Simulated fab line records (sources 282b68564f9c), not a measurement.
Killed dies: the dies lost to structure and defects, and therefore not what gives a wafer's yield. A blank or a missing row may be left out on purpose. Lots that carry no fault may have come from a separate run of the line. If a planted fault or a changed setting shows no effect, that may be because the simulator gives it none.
fab line records	flow rit-cmos
record lots=5	wafers=23
route steps=202 shown GATE@95 NLDD@104 NSD@139 SDANNEAL@156 SILICIDE@162 CONTACT@168 M1@184
start-h: start of the lot's first displayed wafer, in hours after the record's first day	wait-h: hours since the lot's step before	" repeats the value in the row above	L1.1+2: one row covering several wafers at once	- no value, or no start was given	* or withheld: withheld	< > ~ a bound
route shown NAME@n: names a module that has steps shown in the file, with the first one's number in the route	usual: mean and standard deviation over wafers with no fault	same: alike in all rows	chamber/n: place in a boat	sites: readings site by site	_std_site: standard deviation across them	_edge_site: outer sites' mean less inner sites'	radius-mm: how far each site lies from the wafer's centre	mask NAME#n: copy n	behind: the most recent tool/chamber to have shaped the wafer	hold: the reason the lot was held/the length of the hold in hours/how it ended	device: whichever transistor did not switch (one of n, p or np)	end of line: the same wafers' tests at the end of the route	for a step that has no rows: nothing shown but its recipe	killed: the dies lost at the first sort to structure and to defects; this is not the yield of the wafer	map: per-die view of a wafer (x killed, . not killed, _ where there is no die)
set.NAME: the setting the step ran with; set.NAME@STEP: the setting that earlier step ran with	model.NAME: the simulator's own value behind a step, which no gauge read
lots with deliberately changed settings; one table per step, one row per wafer
## steps
# step RIT_GATE_ETCH_19
# recipe chemistry=SF6/CHF3/O2	time-s=165	SF6_flow_sccm=30	CHF3_flow_sccm=30	O2_flow_sccm=5	target=poly-Si	pressure-mtorr=40	rf-w=160	target-depth-a=3125	over-etch-frac=0.25	stop-on=SiO2
lot.wafer	tool	chamber	start-h	wait-h	set.over-etch-frac	set.resist-thk-nm@GATE_COAT_11	model.NOVOLAK_of_GATE_COAT_11.thk-nm	model.GATE.cd-nm
L076.1	rie-si-01	2	49.19	0.1	0.25	850	671.5	153.1
L076.3	"	0	"	"	0.25	850	675.7	149.9
L076.6	"	1	"	"	0.25	850	673.6	153.3
L078.1	rie-si-01	0	57.06	0.1	0.2844	850	669.8	148.1
L078.2	"	2	"	"	0.2844	814.7	635.8	139.6
L078.3	"	1	"	"	0.2844	850	667.7	146.6
L078.4	"	3	"	"	0.25	850	672.6	147.8
L078.5	"	1	"	"	0.25	814.7	643.3	142
L080.2	rie-si-01	3	68.73	0.1	0.2025	891.9	712.5	162.3
L080.3	"	2	"	"	0.25	891.9	705	159.1
L080.4	"	0	"	"	0.25	850	670.2	151.1
L080.5	"	0	"	"	0.25	850	672.1	153.8
L080.6	"	3	"	"	0.2025	891.9	710.8	161.5
L082.1	rie-si-01	1	78.03	0.1	0.211	850	674.5	151.1
L082.2	"	2	"	"	0.211	850	670.2	149.9
L082.4	"	0	"	"	0.25	850	671.7	150.1
L082.5	"	3	"	"	0.211	850	672.3	148.3
L082.6	"	2	"	"	0.25	850	669.5	151
L084.1	rie-si-01	3	86.63	0.1	0.25	821.7	649.3	146.9
L084.3	"	1	"	"	0.25	850	675.7	151.4
L084.4	"	2	"	"	0.192	850	673.6	149.8
L084.5	"	1	"	"	0.192	821.7	652.3	145
L084.6	"	0	"	"	0.192	850	677.5	151.5
# step RIT_GATE_STRIP_20
# recipe chemistry=O2	time-s=180	resist=NOVOLAK	platen-temp-c=withheld	power-w=500	pressure-mtorr=4000	o2-flow-sccm=4000
# step RIT_GATE_CD_MEAS_90
# recipe target-cd-nm=150
# usual cd-nm=149.6/2.5
lot.wafer	tool	chamber	start-h	wait-h	set.resist-thk-nm@GATE_COAT_11	cd-nm
L076.1	cd-sem-01	-	49.48	0.1	850	153.3
L076.3	"	-	"	"	850	150.3
L076.6	"	-	"	"	850	153.6
L078.1	cd-sem-01	-	57.35	0.1	850	148.1
L078.2	"	-	"	"	814.7	139.5
L078.3	"	-	"	"	850	146.8
L078.4	"	-	"	"	850	147.8
L078.5	"	-	"	"	814.7	142.4
L080.2	cd-sem-01	-	69.04	0.1	891.9	162.3
L080.3	"	-	"	"	891.9	158.9
L080.4	"	-	"	"	850	150.8
L080.5	"	-	"	"	850	153.9
L080.6	"	-	"	"	891.9	161.6
L082.1	cd-sem-01	-	78.31	0.1	850	151.0
L082.2	"	-	"	"	850	149.8
L082.4	"	-	"	"	850	150.2
L082.5	"	-	"	"	850	148.1
L082.6	"	-	"	"	850	150.6
L084.1	cd-sem-02	-	86.91	0.1	821.7	146.9
L084.3	"	-	"	"	850	151.1
L084.4	"	-	"	"	850	150.0
L084.5	"	-	"	"	821.7	144.9
L084.6	"	-	"	"	850	151.5
# step RIT_NLDD_COAT_01
# recipe resist=NOVOLAK	spin-rpm=3250	resist-thk-nm=1000
lot.wafer	tool	chamber	start-h	wait-h	set.resist-thk-nm	model.NOVOLAK_of_NLDD_COAT_01.thk-nm
L076.1	litho-track-03	0	52.74	0.1	1000	1000
L076.3+6	"	0	"	"	1000	999.7
L078.1	litho-track-01	0	60.74	0.1	1057	1049
L078.2	"	0	"	"	1000	995.7
L078.3	"	0	"	"	1057	1054
L078.4	"	0	"	"	1000	995.4
L078.5	"	0	"	"	1000	993.6
L080.2+4	litho-track-01	0	72.30	0.1	1000	996.8
L080.3+5	"	0	"	"	1035	1033
L080.6	"	0	"	"	1035	1032
L082.1	litho-track-01	0	81.58	0.1	1000	997.4
L082.2	"	0	"	"	1000	998.1
L082.4	"	0	"	"	1000	994.9
L082.5	"	0	"	"	1000	997.2
L082.6	"	0	"	"	1000	996
L084.1	litho-track-01	0	90.43	0.1	1000	997
L084.3	"	0	"	"	1000	995.6
L084.4	"	0	"	"	1000	994.9
L084.5	"	0	"	"	1000	997.7
L084.6	"	0	"	"	1000	994.8
# step RIT_NLDD_SOFTBAKE_02
# recipe resist=NOVOLAK	temp-c=90	time-s=60
# step RIT_NLDD_EXPOSE_03
# recipe mask-id=M7	na=0.57	target-cd-nm=40700	dose-mj=250
# step RIT_NLDD_DEVELOP_05
# recipe resist=NOVOLAK	develop-time-s=50	dev-temp-c=23
# step RIT_NLDD_HARDBAKE_07
# recipe resist=NOVOLAK	temp-c=140	time-s=60
lot.wafer	tool	chamber	start-h	wait-h	set.resist-thk-nm@NLDD_COAT_01	model.NOVOLAK_of_NLDD_COAT_01.thk-nm
L076.1	litho-track-02	0	53.60	0.0	1000	884.1
L076.3	"	0	"	"	1000	883.6
L076.6	"	0	"	"	1000	883.5
L078.1	litho-track-01	0	61.62	0.0	1057	927
L078.2	"	0	"	"	1000	880
L078.3	"	0	"	"	1057	931.1
L078.4	"	0	"	"	1000	879.7
L078.5	"	0	"	"	1000	878.1
L080.2+4	litho-track-01	0	73.16	0.0	1000	880.9
L080.3	"	0	"	"	1035	912.9
L080.5	"	0	"	"	1035	912.4
L080.6	"	0	"	"	1035	911.8
L082.1	litho-track-03	0	82.45	0.0	1000	881.5
L082.2	"	0	"	"	1000	882.2
L082.4	"	0	"	"	1000	879.3
L082.5	"	0	"	"	1000	881.3
L082.6	"	0	"	"	1000	880.3
L084.1	litho-track-03	0	91.40	0.0	1000	881.1
L084.3	"	0	"	"	1000	880
L084.4	"	0	"	"	1000	879.4
L084.5	"	0	"	"	1000	881.7
L084.6	"	0	"	"	1000	879.2
# step RIT_NLDD_IMPLANT_08
# recipe species=P	energy-kev=20	dose-cm2=5e+14	tilt-deg=7
lot.wafer	tool	chamber	start-h	wait-h	set.energy-kev	model.implant.drp-nm
L076.1+3+6	implanter-01	0	53.75	0.1	20	12.97
L078.1+4+5	implanter-02	0	61.77	0.1	20	12.97
L078.2+3	"	0	"	"	19.4	12.73
L080.2+3+5	implanter-02	0	73.31	0.1	20	12.97
L080.4+6	"	0	"	"	19.34	12.71
L082.1+2+6	implanter-01	0	82.60	0.1	20	12.97
L082.4+5	"	0	"	"	20.77	13.27
L084.1+5+6	implanter-02	0	91.55	0.1	20	12.97
L084.3+4	"	0	"	"	20.86	13.3
# step RIT_NSD_IMPLANT_08
# recipe species=P	energy-kev=25	dose-cm2=1e+15	tilt-deg=7
lot.wafer	tool	chamber	start-h	wait-h	set.energy-kev
L076.1+3+6	implanter-01	0	59.32	0.1	25
L078.1+3+4	implanter-01	0	67.62	0.1	23.83
L078.2+5	"	0	"	"	25
L080.2+3+4	implanter-01	0	78.65	0.1	25
L080.5+6	"	0	"	"	25.96
L082.1+5+6	implanter-03	0	88.10	0.1	25
L082.2+4	"	0	"	"	26.47
L084.1+4+5	implanter-03	0	97.06	0.1	24.42
L084.3+6	"	0	"	"	25
# step RIT_NSD_STRIP_09
# recipe chemistry=O2	time-s=180	resist=NOVOLAK	platen-temp-c=withheld	power-w=500	pressure-mtorr=4000	o2-flow-sccm=4000
# step RIT_SDANNEAL_RTA_03
# recipe temp-c=1050	time-s=5	idle-temp-c=600	ramp-up-c-per-s=342	ramp-down-c-per-s=171	cool-to-c=600	ambient=N2
# step RIT_SDANNEAL_RS_MEAS_05
# recipe thk-meas-gauge=four-point-probe
# usual NSD_RS=84.74/0.28
lot.wafer	tool	chamber	start-h	wait-h	set.energy-kev@NSD_IMPLANT_08	NSD_RS[ohm/sq]
L076.1	film-metro-04	-	62.16	0.1	25	85.16
L076.3	"	-	"	"	25	85.31
L076.6	"	-	"	"	25	85.21
L078.1	film-metro-03	-	70.00	0.1	23.83	85.29
L078.2	"	-	"	"	25	84.80
L078.3	"	-	"	"	23.83	85.16
L078.4	"	-	"	"	23.83	85.54
L078.5	"	-	"	"	25	85.02
L080.2	film-metro-04	-	81.03	0.1	25	84.79
L080.3	"	-	"	"	25	84.92
L080.4	"	-	"	"	25	84.79
L080.5	"	-	"	"	25.96	84.33
L080.6	"	-	"	"	25.96	84.23
L082.1	film-metro-04	-	90.45	0.1	25	84.22
L082.2	"	-	"	"	26.47	83.76
L082.4	"	-	"	"	26.47	83.67
L082.5	"	-	"	"	25	84.20
L082.6	"	-	"	"	25	84.18
L084.1	film-metro-02	-	99.54	0.1	24.42	84.98
L084.3	"	-	"	"	25	84.49
L084.4	"	-	"	"	24.42	84.65
L084.5	"	-	"	"	24.42	84.55
L084.6	"	-	"	"	25	84.29
# step RIT_SILICIDE_SPUTTER_01
# recipe material=Ti	target-thk-nm=30	power-w=350	chamber-pressure-pa=0.667	gas=Ar	time-s=240	substrate-temp-c=25
lot.wafer	tool	chamber	start-h	wait-h	set.power-w	model.Ti_of_SILICIDE_SPUTTER_01.thk-nm
L076.1	pvd-sputter-03	-	62.53	0.0	350	29.46
L076.3	"	-	"	"	350	29.39
L076.6	"	-	"	"	350	29.45
L078.1	pvd-sputter-03	-	70.37	0.0	350	29.81
L078.2	"	-	"	"	335.1	29.06
L078.3	"	-	"	"	335.1	28.24
L078.4	"	-	"	"	335.1	28.42
L078.5	"	-	"	"	350	29.77
L080.2	pvd-sputter-03	-	81.38	0.0	350	30.09
L080.3	"	-	"	"	350	29.94
L080.4	"	-	"	"	350	30.12
L080.5	"	-	"	"	350	30.14
L080.6	"	-	"	"	350	30.55
L082.1	pvd-sputter-03	-	90.83	0.0	350	30.12
L082.2	"	-	"	"	385.6	33.1
L082.4	"	-	"	"	350	30.18
L082.5	"	-	"	"	350	30.23
L082.6	"	-	"	"	385.6	33.73
L084.1	pvd-sputter-03	-	99.91	0.0	350	29.76
L084.3	"	-	"	"	382.8	32.5
L084.4	"	-	"	"	350	29.79
L084.5	"	-	"	"	382.8	32.91
L084.6	"	-	"	"	350	29.9
# step RIT_SILICIDE_RS_MEAS_02
# recipe thk-meas-gauge=four-point-probe	reads=Ti_of_SILICIDE_SPUTTER_01
# usual SILICIDE_TI_RS=47.8/0.76
lot.wafer	tool	chamber	start-h	wait-h	set.power-w@SILICIDE_SPUTTER_01	SILICIDE_TI_RS[ohm/sq]
L076.1	film-metro-01	-	62.68	0.1	350	49.1
L076.3	"	-	"	"	350	49.2
L076.6	"	-	"	"	350	49.2
L078.1	film-metro-04	-	70.52	0.1	350	48.3
L078.2	"	-	"	"	335.1	49.8
L078.3	"	-	"	"	335.1	51.7
L078.4	"	-	"	"	335.1	51.3
L078.5	"	-	"	"	350	48.4
L080.2	film-metro-03	-	81.55	0.1	350	47.8
L080.3	"	-	"	"	350	48.2
L080.4	"	-	"	"	350	47.7
L080.5	"	-	"	"	350	47.7
L080.6	"	-	"	"	350	46.9
L082.1	film-metro-01	-	90.98	0.1	350	47.7
L082.2	"	-	"	"	385.6	42.5
L082.4	"	-	"	"	350	47.7
L082.5	"	-	"	"	350	47.5
L082.6	"	-	"	"	385.6	41.4
L084.1	film-metro-03	-	100.06	0.1	350	48.5
L084.3	"	-	"	"	382.8	43.3
L084.4	"	-	"	"	350	48.3
L084.5	"	-	"	"	382.8	42.7
L084.6	"	-	"	"	350	48.1
# step RIT_SILICIDE_THK_MEAS_03
# recipe thk-meas-gauge=xrf	reads=Ti_of_SILICIDE_SPUTTER_01
# usual SILICIDE_TI_THK=30.1/0.39
lot.wafer	tool	chamber	start-h	wait-h	set.power-w@SILICIDE_SPUTTER_01	SILICIDE_TI_THK[nm]
L076.1	film-metro-01	-	62.80	0.1	350	29.5
L076.3	"	-	"	"	350	29.5
L076.6	"	-	"	"	350	29.4
L078.1	film-metro-04	-	70.64	0.1	350	29.8
L078.2	"	-	"	"	335.1	28.9
L078.3	"	-	"	"	335.1	28.2
L078.4	"	-	"	"	335.1	28.5
L078.5	"	-	"	"	350	29.9
L080.2	film-metro-03	-	81.66	0.1	350	30.1
L080.3	"	-	"	"	350	29.9
L080.4	"	-	"	"	350	30.1
L080.5	"	-	"	"	350	30.2
L080.6	"	-	"	"	350	30.6
L082.1	film-metro-01	-	91.10	0.1	350	30.2
L082.2	"	-	"	"	385.6	33.2
L082.4	"	-	"	"	350	30.2
L082.5	"	-	"	"	350	30.2
L082.6	"	-	"	"	385.6	33.7
L084.1	film-metro-03	-	100.18	0.1	350	29.9
L084.3	"	-	"	"	382.8	32.6
L084.4	"	-	"	"	350	29.9
L084.5	"	-	"	"	382.8	33.0
L084.6	"	-	"	"	350	29.9
# step RIT_CONTACT_CVD_00
# recipe material=SiO2	target-thk-nm=400	precursor=TEOS	temp-c=390	time-s=61	rf-w=400
lot.wafer	tool	chamber	start-h	wait-h	set.rf-w
L076.1+3+6	pecvd-03	1,0,2	63.04	0.1	400
L078.1+2+4	pecvd-01	0,2,2	70.88	0.1	400
L078.3+5	"	1,0	"	"	442
L080.2+3+6	pecvd-02	0,1,1	81.89	0.0	400
L080.4+5	"	2,0	"	"	360.2
L082.1+5	pecvd-03	1	91.33	0.1	355.9
L082.2+4+6	"	0,2,0	"	"	400
L084.1+3+4+5+6	pecvd-01	1,2,1,0,2	100.42	0.1	400
# step RIT_M1_SPUTTER_00
# recipe material=Al	target-thk-nm=400	power-w=2000	chamber-pressure-pa=0.4	gas=Ar	time-s=500	substrate-temp-c=25
lot.wafer	tool	chamber	start-h	wait-h	set.power-w	model.Al_of_M1_SPUTTER_00.thk-nm
L076.1	pvd-sputter-01	-	65.38	0.0	2000	401.8
L076.3	"	-	"	"	2000	400
L076.6	"	-	"	"	2000	398
L078.1+5	pvd-sputter-01	-	73.24	0.0	2000	397.3
L078.2	"	-	"	"	2100	428.5
L078.3	"	-	"	"	2000	399.5
L078.4	"	-	"	"	2100	424.7
L080.2	pvd-sputter-01	-	84.13	0.0	2000	404.8
L080.3	"	-	"	"	2223	443.7
L080.4	"	-	"	"	2223	442.6
L080.5	"	-	"	"	2000	400.9
L080.6	"	-	"	"	2000	400.8
L082.1	pvd-sputter-01	-	93.88	0.0	2236	449.7
L082.2	"	-	"	"	2236	443.6
L082.4	"	-	"	"	2236	455.2
L082.5	"	-	"	"	2000	404.9
L082.6	"	-	"	"	2000	405.6
L084.1	pvd-sputter-01	-	102.66	0.0	1880	369.8
L084.3	"	-	"	"	1880	378.5
L084.4	"	-	"	"	2000	399.3
L084.5	"	-	"	"	1880	368.7
L084.6	"	-	"	"	2000	393
# step RIT_M1_RS_MEAS_01
# recipe thk-meas-gauge=four-point-probe	reads=Al_of_M1_SPUTTER_00
# usual M1_AL_RS=0.0734/0.0008
lot.wafer	tool	chamber	start-h	wait-h	set.power-w@M1_SPUTTER_00	M1_AL_RS[ohm/sq]
L076.1	film-metro-02	-	65.68	0.1	2000	0.0732
L076.3	"	-	"	"	2000	0.0734
L076.6	"	-	"	"	2000	0.0738
L078.1	film-metro-02	-	73.53	0.1	2000	0.0740
L078.2	"	-	"	"	2100	0.0684
L078.3	"	-	"	"	2000	0.0735
L078.4	"	-	"	"	2100	0.0690
L078.5	"	-	"	"	2000	0.0738
L080.2	film-metro-04	-	84.44	0.2	2000	0.0725
L080.3	"	-	"	"	2223	0.0661
L080.4	"	-	"	"	2223	0.0663
L080.5	"	-	"	"	2000	0.0732
L080.6	"	-	"	"	2000	0.0733
L082.1	film-metro-03	-	94.17	0.1	2236	0.0653
L082.2	"	-	"	"	2236	0.0661
L082.4	"	-	"	"	2236	0.0644
L082.5	"	-	"	"	2000	0.0726
L082.6	"	-	"	"	2000	0.0725
L084.1	film-metro-04	-	102.96	0.1	1880	0.0795
L084.3	"	-	"	"	1880	0.0775
L084.4	"	-	"	"	2000	0.0734
L084.5	"	-	"	"	1880	0.0799
L084.6	"	-	"	"	2000	0.0747
# step RIT_M1_THK_MEAS_02
# recipe thk-meas-gauge=xrf	reads=Al_of_M1_SPUTTER_00
# usual M1_AL_THK=401/5.2
lot.wafer	tool	chamber	start-h	wait-h	set.power-w@M1_SPUTTER_00	M1_AL_THK[nm]
L076.1	film-metro-02	-	65.80	0.1	2000	402
L076.3	"	-	"	"	2000	398
L076.6	"	-	"	"	2000	398
L078.1	film-metro-02	-	73.65	0.1	2000	395
L078.2	"	-	"	"	2100	426
L078.3	"	-	"	"	2000	398
L078.4	"	-	"	"	2100	423
L078.5	"	-	"	"	2000	394
L080.2	film-metro-04	-	84.55	0.1	2000	403
L080.3	"	-	"	"	2223	446
L080.4	"	-	"	"	2223	445
L080.5	"	-	"	"	2000	403
L080.6	"	-	"	"	2000	402
L082.1	film-metro-03	-	94.29	0.1	2236	451
L082.2	"	-	"	"	2236	445
L082.4	"	-	"	"	2236	459
L082.5	"	-	"	"	2000	407
L082.6	"	-	"	"	2000	409
L084.1	film-metro-04	-	103.08	0.1	1880	372
L084.3	"	-	"	"	1880	380
L084.4	"	-	"	"	2000	401
L084.5	"	-	"	"	1880	369
L084.6	"	-	"	"	2000	394
# step RIT_M1_METAL_ETCH_12
# recipe stop-on=SiO2	chemistry=Cl2/BCl3	target=Al	time-s=165	over-etch-frac=0.5	pressure-mtorr=100	target-depth-a=6000	rf-w=250	Cl2_flow_sccm=60	bcl3-flow-sccm=50
lot.wafer	tool	chamber	start-h	wait-h	set.time-s	set.rf-w@CONTACT_CVD_00	model.SiO2_of_CONTACT_CVD_00.thk-nm
L076.1	rie-metal-03	0	67.15	0.2	165	400	360.9
L076.3	"	0	"	"	165	400	356.1
L076.6	"	0	"	"	165	400	364.2
L078.1	rie-metal-04	0	75.00	0.2	165	400	358.6
L078.2	"	1	"	"	165	400	355.7
L078.3	"	0	"	"	165	442	370
L078.4	"	1	"	"	165	400	365
L078.5	"	1	"	"	165	442	378.4
L080.2	rie-metal-01	0	85.89	0.2	145.1	400	366.3
L080.3	"	1	"	"	145.1	400	-
L080.4	"	0	"	"	165	360.2	-
L080.5	"	1	"	"	165	360.2	359
L080.6	"	0	"	"	165	400	372.1
L082.1	rie-metal-03	1	95.64	0.2	165	355.9	-
L082.2+4	"	0	"	"	165	400	-
L082.5	"	1	"	"	165	355.9	355.8
L082.6	"	0	"	"	165	400	371.2
L084.1+3+5	rie-metal-04	1	104.63	0.2	165	400	-
L084.4	"	0	"	"	165	400	367.1
L084.6	"	0	"	"	165	400	363.3
## key
split step=RIT_GATE_ETCH_19	setting=over-etch-frac	stated=0.25	by=wafer
response none clear
split step=RIT_NLDD_COAT_01	setting=resist-thk-nm	stated=1000	by=wafer
response step=RIT_NLDD_COAT_01	reading=model.NOVOLAK_of_NLDD_COAT_01.thk-nm	change=+10.1	per=1%	r=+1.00
response step=RIT_NLDD_HARDBAKE_07	reading=model.NOVOLAK_of_NLDD_COAT_01.thk-nm	change=+8.8	per=1%	r=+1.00
split step=RIT_NLDD_IMPLANT_08	setting=energy-kev	stated=20	by=wafer
response step=RIT_NLDD_IMPLANT_08	reading=model.implant.drp-nm	change=+0.078	per=1%	r=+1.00
split step=RIT_NSD_IMPLANT_08	setting=energy-kev	stated=25	by=wafer
response step=RIT_SDANNEAL_RS_MEAS_05	reading=NSD_RS	change=-0.101	per=1%	r=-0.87
split step=RIT_SILICIDE_SPUTTER_01	setting=power-w	stated=350	by=wafer
response step=RIT_SILICIDE_SPUTTER_01	reading=model.Ti_of_SILICIDE_SPUTTER_01.thk-nm	change=+0.311	per=1%	r=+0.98
response step=RIT_SILICIDE_RS_MEAS_02	reading=SILICIDE_TI_RS	change=-0.562	per=1%	r=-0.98
response step=RIT_SILICIDE_THK_MEAS_03	reading=SILICIDE_TI_THK	change=+0.312	per=1%	r=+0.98
split step=RIT_CONTACT_CVD_00	setting=rf-w	stated=400	by=wafer
response step=RIT_M1_METAL_ETCH_12	reading=model.SiO2_of_CONTACT_CVD_00.thk-nm	change=+1.29	per=1%	r=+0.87
split step=RIT_M1_SPUTTER_00	setting=power-w	stated=2000	by=wafer
response step=RIT_M1_SPUTTER_00	reading=model.Al_of_M1_SPUTTER_00.thk-nm	change=+3.9	per=1%	r=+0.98
response step=RIT_M1_RS_MEAS_01	reading=M1_AL_RS	change=-0.000667	per=1%	r=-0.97
response step=RIT_M1_THK_MEAS_02	reading=M1_AL_THK	change=+3.92	per=1%	r=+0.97
split step=RIT_M1_METAL_ETCH_12	setting=time-s	stated=165	by=wafer
response none clear
split outside-this-file step=RIT_GATE_COAT_11 setting=resist-thk-nm
# split outside-this-file: this setting was split too, and the file shows its column; the key of that split is in another file
